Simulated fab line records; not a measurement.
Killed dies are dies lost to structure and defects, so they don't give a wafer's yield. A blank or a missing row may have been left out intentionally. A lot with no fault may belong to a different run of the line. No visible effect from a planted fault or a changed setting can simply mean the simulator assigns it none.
What tool caused it? | flow berkeley-cmos170 | 21 wafers from 7 lots sampled at 2 of the route's 331 steps

## WHAT EACH GAUGE READ, for each wafer
UCB170_SPACER_THK_MEAS_01.
lot  | measured     | on            | SPACER_TEOS_THK (nm)
L105 | day 7 14:29  | film-metro-03 | 371 379 386
L104 | day 7 14:52  | film-metro-02 | 373 383 379
L106 | day 8 07:52  | film-metro-03 | 373 366 375
L112 | day 9 17:58  | film-metro-01 | 378 386 376
L114 | day 9 22:11  | film-metro-01 | 376 377 376
L118 | day 10 00:45 | film-metro-01 | 738 757 767
L123 | day 11 13:16 | film-metro-02 | 378 377 384

## WHAT TOOL EACH LOT RAN ON (gives the tool, then ch and the chambers of the sampled wafers, and finally the start)
lot  | UCB170_SPACER_CVD_00
L105 | pecvd-04 ch 0,2, day 7 14:26
L104 | pecvd-01 ch 0,1, day 7 14:49
L106 | pecvd-02 ch 0,1, day 8 07:49
L112 | pecvd-02 ch 0,2, day 9 17:55
L114 | pecvd-01 ch 0,1,2, day 9 22:08
L118 | pecvd-02 ch 1,2, day 10 00:30
L123 | pecvd-01 ch 1,2, day 11 13:13
- UCB170_SPACER_CVD_00: deposits SiO2 from TEOS/O2, target thk 376 nm, time 47 s.

## THE ANSWER, worked out from the rows above alone
Rule: what is usual is taken from the lots themselves. The widest of any qualifying gaps counts: lots, ordered by their means at a reading, are off when they make up no more than a third of the lots, leave a main group of 4 or more, and stand apart from it by 3 or more times the standard deviation of that group's means. Not used: any main group whose means are identical at the precision the tables above print for the reading. Also off: a lot with no number at a reading for which 4 or more lots have one. Any other lot the step has rows for is counted as sound.
Off: L118, seen at UCB170_SPACER_THK_MEAS_01 (SPACER_TEOS_THK). For the main group the mean is 377 nm and the standard deviation 3.
A tool fits if, at a process step before that reading, it ran every lot that is off, and no sound lot after the first of them. Gauges at UCB170_SPACER_THK_MEAS_01: tried the same way as those tools. Can't be told from this: 2 tools fit, pecvd-02 at UCB170_SPACER_CVD_00, film-metro-01 at UCB170_SPACER_THK_MEAS_01.

## WHAT THE SIMULATOR HAD INSERTED
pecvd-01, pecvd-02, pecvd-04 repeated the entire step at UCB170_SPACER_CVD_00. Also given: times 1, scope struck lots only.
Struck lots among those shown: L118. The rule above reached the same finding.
